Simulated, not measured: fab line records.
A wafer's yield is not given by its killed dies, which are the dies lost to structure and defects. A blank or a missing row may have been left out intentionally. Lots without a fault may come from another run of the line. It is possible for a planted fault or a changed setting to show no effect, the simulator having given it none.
fab line records / flow ritCmos / part 2 of 2: steps 43 to 45 of 45
[record] lots = 7 wafers = 21 lastDay = 7
route steps=202 shown ACTIVE@11 FOX1@20 FOX2@23 NWELL@28 PWELL@39 WELLDRIVE@50 SILICIDE@161 M1@202
lots untouched by any fault: they come from a run of this same line in which no faults occurred
startH: hours from the record's opening day to when the first of the lot's shown wafers began / waitH: hours since the lot's step before / " repeats the value in the row above / L1.1+2: several wafers, shown together as one row / - no value, or no start was given / * or withheld: withheld / < > ~ a bound
route shown NAME@n: a module of which the file shows steps, and the number in the route of the first / usual: mean/standard deviation of fault-free wafers / same: alike in all rows / chamber/n: place in a boat / sites: each site's reading / _std_site: the standard deviation of these / _edge_site: mean of outer sites minus mean of inner sites / radiusMm: how far each site lies from the wafer's centre / mask NAME#n: copy n / behind: the last tool/chamber to shape the wafer / hold: why the lot went on hold/how many hours it stayed there/how the hold came to an end / device: the transistor (n, p or np) that didn't switch / end of line: at the end of the route, the tests of the same wafers / for a step that has no rows: nothing shown but its recipe / killed: count of dies lost to structure and defects at first sort (not the wafer's yield) / map: dies across one wafer; x = killed, . = not, _ = none there
set.NAME: setting as actually run; set.NAME@STEP: the setting as run at that earlier step / model.NAME: the simulator's own value behind a step, which no gauge read
lots at selected steps of the route; one table per step, one row per wafer
services: the hour from which a tool's chamber was out of use, counted from the record's first day as startH (under 0 if before that day), plus the number of hours and why
[[steps]]
[step RIT_FOX2_THK_MEAS_91]
[recipe] reads = SiO2_of_FOX2_OXIDATION_00
[usual] FIELD_OXIDE_LEFT_2_THK = 251/5.8
lot.wafer=L278.2 tool=filmMetro-04 chamber=- startH=46.51 waitH=0.0 FIELD_OXIDE_LEFT_2_THK[nm]=243
lot.wafer=L278.4 tool=filmMetro-04 chamber=- startH=46.51 waitH=0.0 FIELD_OXIDE_LEFT_2_THK[nm]=242
lot.wafer=L278.5 tool=filmMetro-04 chamber=- startH=46.51 waitH=0.0 FIELD_OXIDE_LEFT_2_THK[nm]=242
lot.wafer=L281.3 tool=filmMetro-03 chamber=- startH=59.20 waitH=0.0 FIELD_OXIDE_LEFT_2_THK[nm]=262
lot.wafer=L281.5 tool=filmMetro-03 chamber=- startH=59.20 waitH=0.0 FIELD_OXIDE_LEFT_2_THK[nm]=253
lot.wafer=L281.6 tool=filmMetro-03 chamber=- startH=59.20 waitH=0.0 FIELD_OXIDE_LEFT_2_THK[nm]=251
lot.wafer=L286.2 tool=filmMetro-02 chamber=- startH=86.61 waitH=0.0 FIELD_OXIDE_LEFT_2_THK[nm]=273
lot.wafer=L286.4 tool=filmMetro-02 chamber=- startH=86.61 waitH=0.0 FIELD_OXIDE_LEFT_2_THK[nm]=276
lot.wafer=L286.5 tool=filmMetro-02 chamber=- startH=86.61 waitH=0.0 FIELD_OXIDE_LEFT_2_THK[nm]=272
lot.wafer=L285.1 tool=filmMetro-03 chamber=- startH=87.24 waitH=0.0 FIELD_OXIDE_LEFT_2_THK[nm]=278
lot.wafer=L285.2 tool=filmMetro-03 chamber=- startH=87.24 waitH=0.0 FIELD_OXIDE_LEFT_2_THK[nm]=280
lot.wafer=L285.5 tool=filmMetro-03 chamber=- startH=87.24 waitH=0.0 FIELD_OXIDE_LEFT_2_THK[nm]=274
lot.wafer=L289.1 tool=filmMetro-04 chamber=- startH=99.08 waitH=0.0 FIELD_OXIDE_LEFT_2_THK[nm]=274
lot.wafer=L289.3 tool=filmMetro-04 chamber=- startH=99.08 waitH=0.0 FIELD_OXIDE_LEFT_2_THK[nm]=277
lot.wafer=L289.4 tool=filmMetro-04 chamber=- startH=99.08 waitH=0.0 FIELD_OXIDE_LEFT_2_THK[nm]=275
lot.wafer=L294.2 tool=filmMetro-04 chamber=- startH=124.13 waitH=0.0 FIELD_OXIDE_LEFT_2_THK[nm]=243
lot.wafer=L294.3 tool=filmMetro-04 chamber=- startH=124.13 waitH=0.0 FIELD_OXIDE_LEFT_2_THK[nm]=238
lot.wafer=L294.6 tool=filmMetro-04 chamber=- startH=124.13 waitH=0.0 FIELD_OXIDE_LEFT_2_THK[nm]=246
lot.wafer=L295.4 tool=filmMetro-02 chamber=- startH=128.54 waitH=0.0 FIELD_OXIDE_LEFT_2_THK[nm]=248
lot.wafer=L295.5 tool=filmMetro-02 chamber=- startH=128.54 waitH=0.0 FIELD_OXIDE_LEFT_2_THK[nm]=250
lot.wafer=L295.6 tool=filmMetro-02 chamber=- startH=128.54 waitH=0.0 FIELD_OXIDE_LEFT_2_THK[nm]=255
[step RIT_SILICIDE_WET_ETCH_00]
[recipe] chemistry = BOE target = SiO2 targetDepthNm = 14 timeS = 15 dry = n2Spin dilution = 10:1 tempC = 21.5
lot.wafer=L278.2 tool=wetBench-01 chamber=1 startH=67.06 waitH=0.1 model.SiO2_of_FOX2_OXIDATION_00.thkNm=138
lot.wafer=L278.4 tool=wetBench-01 chamber=1 startH=67.06 waitH=0.1 model.SiO2_of_FOX2_OXIDATION_00.thkNm=136.9
lot.wafer=L278.5 tool=wetBench-01 chamber=1 startH=67.06 waitH=0.1 model.SiO2_of_FOX2_OXIDATION_00.thkNm=137.3
lot.wafer=L281.3 tool=wetBench-03 chamber=2 startH=87.76 waitH=0.1 model.SiO2_of_FOX2_OXIDATION_00.thkNm=156.2
lot.wafer=L281.5 tool=wetBench-03 chamber=2 startH=87.76 waitH=0.1 model.SiO2_of_FOX2_OXIDATION_00.thkNm=147.7
lot.wafer=L281.6 tool=wetBench-03 chamber=2 startH=87.76 waitH=0.1 model.SiO2_of_FOX2_OXIDATION_00.thkNm=145.7
lot.wafer=L286.2 tool=wetBench-01 chamber=2 startH=107.37 waitH=0.1 model.SiO2_of_FOX2_OXIDATION_00.thkNm=167.9
lot.wafer=L286.4 tool=wetBench-01 chamber=2 startH=107.37 waitH=0.1 model.SiO2_of_FOX2_OXIDATION_00.thkNm=170.4
lot.wafer=L286.5 tool=wetBench-01 chamber=2 startH=107.37 waitH=0.1 model.SiO2_of_FOX2_OXIDATION_00.thkNm=165.7
lot.wafer=L285.1 tool=wetBench-03 chamber=0 startH=109.81 waitH=0.1 model.SiO2_of_FOX2_OXIDATION_00.thkNm=173.1
lot.wafer=L285.2 tool=wetBench-03 chamber=0 startH=109.81 waitH=0.1 model.SiO2_of_FOX2_OXIDATION_00.thkNm=174.6
lot.wafer=L285.5 tool=wetBench-03 chamber=0 startH=109.81 waitH=0.1 model.SiO2_of_FOX2_OXIDATION_00.thkNm=169.3
lot.wafer=L289.1 tool=wetBench-01 chamber=1 startH=120.98 waitH=0.1 model.SiO2_of_FOX2_OXIDATION_00.thkNm=169.4
lot.wafer=L289.3 tool=wetBench-01 chamber=1 startH=120.98 waitH=0.1 model.SiO2_of_FOX2_OXIDATION_00.thkNm=172.8
lot.wafer=L289.4 tool=wetBench-01 chamber=1 startH=120.98 waitH=0.1 model.SiO2_of_FOX2_OXIDATION_00.thkNm=170.5
lot.wafer=L294.2 tool=wetBench-01 chamber=0 startH=146.45 waitH=0.1 model.SiO2_of_FOX2_OXIDATION_00.thkNm=137.7
lot.wafer=L294.3 tool=wetBench-01 chamber=0 startH=146.45 waitH=0.1 model.SiO2_of_FOX2_OXIDATION_00.thkNm=133.4
lot.wafer=L294.6 tool=wetBench-01 chamber=0 startH=146.45 waitH=0.1 model.SiO2_of_FOX2_OXIDATION_00.thkNm=140
lot.wafer=L295.4 tool=wetBench-03 chamber=3 startH=152.27 waitH=0.0 model.SiO2_of_FOX2_OXIDATION_00.thkNm=142.8
lot.wafer=L295.5 tool=wetBench-03 chamber=3 startH=152.27 waitH=0.0 model.SiO2_of_FOX2_OXIDATION_00.thkNm=145.4
lot.wafer=L295.6 tool=wetBench-03 chamber=3 startH=152.27 waitH=0.0 model.SiO2_of_FOX2_OXIDATION_00.thkNm=150.4
[step RIT_M1_PROBE_99]
[usual] killedAtContacts = 0.1/0.32 killedAtFrontEnd = 6/3.1 killedDies = 7/3.2 killedOpen = 3.1/1.9 killedShort = 3.5/2.2
[same] grossDies = 264 killed_at_M0_to_M3 = 0 killed_at_M4_up = 0 killedAtBackSide = 0 killedAtOther = 0
lot.wafer=L278.2 tool=prober-01 chamber=- startH=74.14 waitH=0.1 killedAtContacts=0 killedAtFrontEnd=3 killedDies=3 killedOpen=1 killedShort=2 model.etest.nldd.widthNm=3202 model.etest.pldd.widthNm=3205 model.etest.pwell.rsOhmSq=409.3 model.etest.fieldN.vtV=32.97
lot.wafer=L278.4 tool=prober-01 chamber=- startH=74.24 waitH=0.2 killedAtContacts=0 killedAtFrontEnd=11 killedDies=11 killedOpen=5 killedShort=6 model.etest.nldd.widthNm=3209 model.etest.pldd.widthNm=3216 model.etest.pwell.rsOhmSq=406.8 model.etest.fieldN.vtV=32.83
lot.wafer=L278.5 tool=prober-01 chamber=- startH=74.29 waitH=0.2 killedAtContacts=0 killedAtFrontEnd=5 killedDies=5 killedOpen=1 killedShort=4 model.etest.nldd.widthNm=3222 model.etest.pldd.widthNm=3194 model.etest.pwell.rsOhmSq=409.8 model.etest.fieldN.vtV=32.79
lot.wafer=L281.3 tool=prober-01 chamber=- startH=94.66 waitH=0.2 killedAtContacts=0 killedAtFrontEnd=12 killedDies=12 killedOpen=2 killedShort=10 model.etest.nldd.widthNm=3150 model.etest.pldd.widthNm=3155 model.etest.pwell.rsOhmSq=417.2 model.etest.fieldN.vtV=35.72
lot.wafer=L281.5 tool=prober-01 chamber=- startH=94.76 waitH=0.2 killedAtContacts=1 killedAtFrontEnd=5 killedDies=6 killedOpen=2 killedShort=4 model.etest.nldd.widthNm=3174 model.etest.pldd.widthNm=3167 model.etest.pwell.rsOhmSq=416.7 model.etest.fieldN.vtV=34.71
lot.wafer=L281.6 tool=prober-01 chamber=- startH=94.81 waitH=0.2 killedAtContacts=0 killedAtFrontEnd=7 killedDies=7 killedOpen=2 killedShort=5 model.etest.nldd.widthNm=3175 model.etest.pldd.widthNm=3184 model.etest.pwell.rsOhmSq=420.3 model.etest.fieldN.vtV=34.38
lot.wafer=L286.2 tool=prober-01 chamber=- startH=115.29 waitH=0.1 killedAtContacts=0 killedAtFrontEnd=4 killedDies=4 killedOpen=2 killedShort=2 model.etest.nldd.widthNm=3158 model.etest.pldd.widthNm=3150 model.etest.pwell.rsOhmSq=417.8 model.etest.fieldN.vtV=37.1
lot.wafer=L286.4 tool=prober-01 chamber=- startH=115.39 waitH=0.2 killedAtContacts=0 killedAtFrontEnd=8 killedDies=8 killedOpen=3 killedShort=5 model.etest.nldd.widthNm=3148 model.etest.pldd.widthNm=3160 model.etest.pwell.rsOhmSq=417.5 model.etest.fieldN.vtV=37.37
lot.wafer=L286.5 tool=prober-01 chamber=- startH=115.44 waitH=0.2 killedAtContacts=0 killedAtFrontEnd=7 killedDies=7 killedOpen=1 killedShort=6 model.etest.nldd.widthNm=3146 model.etest.pldd.widthNm=3150 model.etest.pwell.rsOhmSq=416.3 model.etest.fieldN.vtV=36.86
lot.wafer=L285.1 tool=prober-02 chamber=- startH=117.31 waitH=0.1 killedAtContacts=0 killedAtFrontEnd=3 killedDies=3 killedOpen=2 killedShort=1 model.etest.nldd.widthNm=3135 model.etest.pldd.widthNm=3128 model.etest.pwell.rsOhmSq=416.9 model.etest.fieldN.vtV=37.71
lot.wafer=L285.2 tool=prober-02 chamber=- startH=117.36 waitH=0.1 killedAtContacts=0 killedAtFrontEnd=9 killedDies=9 killedOpen=6 killedShort=3 model.etest.nldd.widthNm=3146 model.etest.pldd.widthNm=3142 model.etest.pwell.rsOhmSq=423 model.etest.fieldN.vtV=37.82
lot.wafer=L285.5 tool=prober-02 chamber=- startH=117.51 waitH=0.2 killedAtContacts=0 killedAtFrontEnd=4 killedDies=4 killedOpen=0 killedShort=4 model.etest.nldd.widthNm=3142 model.etest.pldd.widthNm=3127 model.etest.pwell.rsOhmSq=415.8 model.etest.fieldN.vtV=37.16
lot.wafer=L289.1 tool=prober-01 chamber=- startH=128.00 waitH=0.1 killedAtContacts=0 killedAtFrontEnd=10 killedDies=10 killedOpen=5 killedShort=5 model.etest.nldd.widthNm=3176 model.etest.pldd.widthNm=3196 model.etest.pwell.rsOhmSq=418.9 model.etest.fieldN.vtV=37.21
lot.wafer=L289.3 tool=prober-01 chamber=- startH=128.10 waitH=0.2 killedAtContacts=0 killedAtFrontEnd=5 killedDies=5 killedOpen=2 killedShort=3 model.etest.nldd.widthNm=3164 model.etest.pldd.widthNm=3138 model.etest.pwell.rsOhmSq=420.8 model.etest.fieldN.vtV=37.55
lot.wafer=L289.4 tool=prober-01 chamber=- startH=128.15 waitH=0.2 killedAtContacts=0 killedAtFrontEnd=5 killedDies=5 killedOpen=3 killedShort=2 model.etest.nldd.widthNm=3177 model.etest.pldd.widthNm=3157 model.etest.pwell.rsOhmSq=426.3 model.etest.fieldN.vtV=37.32
lot.wafer=L294.2 tool=prober-02 chamber=- startH=153.40 waitH=0.1 killedAtContacts=0 killedAtFrontEnd=5 killedDies=5 killedOpen=3 killedShort=2 model.etest.nldd.widthNm=3196 model.etest.pldd.widthNm=3184 model.etest.pwell.rsOhmSq=414 model.etest.fieldN.vtV=33.03
lot.wafer=L294.3 tool=prober-02 chamber=- startH=153.45 waitH=0.2 killedAtContacts=0 killedAtFrontEnd=6 killedDies=6 killedOpen=2 killedShort=4 model.etest.nldd.widthNm=3199 model.etest.pldd.widthNm=3208 model.etest.pwell.rsOhmSq=408.8 model.etest.fieldN.vtV=32.51
lot.wafer=L294.6 tool=prober-02 chamber=- startH=153.60 waitH=0.2 killedAtContacts=0 killedAtFrontEnd=2 killedDies=2 killedOpen=2 killedShort=0 model.etest.nldd.widthNm=3201 model.etest.pldd.widthNm=3203 model.etest.pwell.rsOhmSq=416 model.etest.fieldN.vtV=33.47
lot.wafer=L295.4 tool=prober-01 chamber=- startH=161.91 waitH=0.2 killedAtContacts=0 killedAtFrontEnd=4 killedDies=4 killedOpen=1 killedShort=3 model.etest.nldd.widthNm=3177 model.etest.pldd.widthNm=3188 model.etest.pwell.rsOhmSq=403.5 model.etest.fieldN.vtV=33.53
lot.wafer=L295.5 tool=prober-01 chamber=- startH=161.96 waitH=0.2 killedAtContacts=0 killedAtFrontEnd=6 killedDies=6 killedOpen=3 killedShort=3 model.etest.nldd.widthNm=3168 model.etest.pldd.widthNm=3183 model.etest.pwell.rsOhmSq=407.4 model.etest.fieldN.vtV=33.98
lot.wafer=L295.6 tool=prober-01 chamber=- startH=162.01 waitH=0.2 killedAtContacts=1 killedAtFrontEnd=7 killedDies=8 killedOpen=3 killedShort=5 model.etest.nldd.widthNm=3176 model.etest.pldd.widthNm=3191 model.etest.pwell.rsOhmSq=411.5 model.etest.fieldN.vtV=34.63
// killed by level:class
L278.2 REOX:geometricParticle:short=2 REOX:geometricParticle:open=1
L278.4 FOX2:geometricParticle:short=3 FOX2:geometricParticle:open=2 GATE:geometricParticle:open=2 ACTIVE:geometricParticle:open=1 FOX1:geometricParticle:short=1 GATE:geometricParticle:short=1 REOX:geometricParticle:short=1
L278.5 REOX:geometricParticle:short=3 FOX1:geometricParticle:open=1 FOX1:geometricParticle:short=1
L281.3 REOX:geometricParticle:short=6 SPACER:geometricParticle:short=2 FOX2:geometricParticle:short=1 GATE:geometricParticle:short=1 GATE:geometricParticle:open=1 REOX:geometricParticle:open=1
L281.5 SILICIDE:geometricParticle:short=2 GATE:geometricParticle:open=1 GATE:geometricParticle:short=1 SPACER:geometricParticle:open=1 CONTACT:geometricParticle:short=1
L281.6 GATE:geometricParticle:short=2 REOX:geometricParticle:short=2 FOX2:geometricParticle:short=1 GATE:geometricParticle:open=1 REOX:geometricParticle:open=1
L286.2 FOX1:geometricParticle:open=2 FOX1:geometricParticle:short=1 SPACER:geometricParticle:short=1
L286.4 REOX:geometricParticle:short=2 SPACER:geometricParticle:open=2 GATE:geometricParticle:short=1 SPACER:geometricParticle:short=1 SILICIDE:geometricParticle:short=1 SILICIDE:geometricParticle:open=1
L286.5 FOX2:geometricParticle:short=2 GATE:geometricParticle:short=1 GATE:geometricParticle:open=1 REOX:geometricParticle:short=1 SPACER:geometricParticle:short=1 SILICIDE:geometricParticle:short=1
L285.1 GATE:geometricParticle:short=1 GATE:geometricParticle:open=1 SILICIDE:geometricParticle:open=1
L285.2 REOX:geometricParticle:open=3 GATE:geometricParticle:short=1 GATE:geometricParticle:open=1 REOX:geometricParticle:short=1 SPACER:geometricParticle:open=1 SPACER:geometricParticle:short=1 SILICIDE:geometricParticle:open=1
L285.5 REOX:geometricParticle:short=2 GATE:geometricParticle:short=1 SPACER:geometricParticle:short=1
L289.1 GATE:geometricParticle:short=3 REOX:geometricParticle:open=2 FOX1:geometricParticle:open=1 GATE:geometricParticle:open=1 SILICIDE:geometricParticle:short=1 SILICIDE:geometricParticle:open=1 STARTING-WAFER:geometricParticle:short=1
L289.3 SILICIDE:geometricParticle:short=3 FOX1:geometricParticle:open=1 GATE:geometricParticle:open=1
L289.4 GATE:geometricParticle:open=2 FOX1:geometricParticle:short=1 FOX2:geometricParticle:short=1 SPACER:geometricParticle:open=1
L294.2 GATE:geometricParticle:open=2 FOX1:geometricParticle:short=1 GATE:geometricParticle:short=1 REOX:geometricParticle:open=1
L294.3 REOX:geometricParticle:short=2 FOX1:geometricParticle:short=1 GATE:geometricParticle:short=1 GATE:geometricParticle:open=1 SPACER:geometricParticle:open=1
L294.6 GATE:geometricParticle:open=2
L295.4 ACTIVE:geometricParticle:open=1 FOX1:geometricParticle:short=1 GATE:geometricParticle:short=1 REOX:geometricParticle:short=1
L295.5 FOX1:geometricParticle:open=1 GATE:geometricParticle:open=1 REOX:geometricParticle:short=1 SPACER:geometricParticle:short=1 SPACER:geometricParticle:open=1 SILICIDE:geometricParticle:short=1
L295.6 SPACER:geometricParticle:short=2 ACTIVE:geometricParticle:short=1 GATE:geometricParticle:open=1 GATE:geometricParticle:short=1 SPACER:geometricParticle:open=1 SILICIDE:geometricParticle:open=1 CONTACT:geometricParticle:short=1
[[services]]
tool=furnace-01 chamber=- startH=12.30 hours=3.6 kind=pm
tool=furnace-03 chamber=- startH=21.02 hours=3.6 kind=pm
tool=furnace-01 chamber=- startH=27.24 hours=2.7 kind=pm
tool=plasmaAsher-01 chamber=- startH=43.43 hours=1.2 kind=repair
tool=rieDiel-04 chamber=3 startH=46.71 hours=8.7 kind=repair
tool=plasmaAsher-04 chamber=- startH=49.04 hours=2.8 kind=pm
tool=rieDiel-01 chamber=0 startH=58.46 hours=7.9 kind=repair
tool=rieDiel-01 chamber=0 startH=80.34 hours=5.4 kind=repair
tool=plasmaAsher-04 chamber=- startH=85.90 hours=2.0 kind=repair
tool=plasmaAsher-04 chamber=- startH=89.52 hours=2.1 kind=repair
tool=rieDiel-02 chamber=- startH=92.53 hours=0.3 kind=repair
tool=rieDiel-02 chamber=2 startH=95.01 hours=11.4 kind=repair
tool=rieDiel-04 chamber=0 startH=98.92 hours=- kind=clean
tool=rieDiel-04 chamber=0 startH=98.92 hours=19.9 kind=scheduledDown
tool=rieDiel-04 chamber=0 startH=98.92 hours=19.9 kind=ventCycle
tool=rieDiel-01 chamber=0 startH=108.62 hours=3.2 kind=repair
tool=plasmaAsher-01 chamber=- startH=108.75 hours=9.0 kind=pm
tool=furnace-04 chamber=- startH=124.44 hours=4.2 kind=pm
tool=rieDiel-01 chamber=- startH=134.00 hours=0.2 kind=repair
tool=rieDiel-01 chamber=2 startH=136.38 hours=7.9 kind=repair
tool=rieDiel-02 chamber=1 startH=136.66 hours=- kind=clean
tool=rieDiel-02 chamber=1 startH=136.66 hours=17.9 kind=scheduledDown
tool=rieDiel-02 chamber=1 startH=136.66 hours=17.9 kind=ventCycle
tool=furnace-04 chamber=- startH=136.92 hours=18.3 kind=pm
[[key]]
[firstSign] step = RIT_FOX2_OXIDATION_00 reading = tubeCenterTempC direction = up sigmas = 99+ usual = * struck = *
[effect] step = RIT_FOX2_OXIDATION_00 reading = tube_center_temp_C_max direction = up sigmas = 32 usual = * struck = *
[effect] step = RIT_FOX2_THK_MEAS_01 reading = FOX2_OXIDE_THK direction = up sigmas = 4 usual = 347 struck = 370
[effect] step = RIT_FOX2_THK_MEAS_90 reading = FIELD_OXIDE_LEFT_1_THK direction = up sigmas = 4.1 usual = 319 struck = 343
[effect] step = RIT_FOX2_THK_MEAS_91 reading = FIELD_OXIDE_LEFT_2_THK direction = up sigmas = 4.2 usual = 251 struck = 275
[modelEffect] step = RIT_FOX2_OXIDATION_00 value = SiO2_of_FOX2_OXIDATION_00.thkNm without = 346.9 struck = 370.4
[modelEffect] step = RIT_SILICIDE_WET_ETCH_00 value = SiO2_of_FOX2_OXIDATION_00.thkNm without = 147 struck = 170.4
[modelEffect] step = RIT_M1_PROBE_99 value = etest.nldd.widthNm without = 3184 struck = 3155
metAt RIT_FOX2_OXIDATION_00
struckWafers L285.1,L285.2,L285.5,L286.2,L286.4,L286.5,L289.1,L289.3,L289.4
testerLeftOut L285,L286,L289
onsetBetween 30.80 71.27
[fault] kind = processParameterDrift tool = furnace-03 chamber = - onsetH = 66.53 steps = RIT_FOX2_OXIDATION_00 channel = tempC offset = * shape = step endH = 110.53 actsIn = * stated = *
// testerLeftOut: of these lots the tester's yield and bins aren't shown, on N5 and GAA mostly nor the transistor test; their killed dies are dies lost to structure and defects alone, not to doping, threshold or leakage, so they don't give the yield
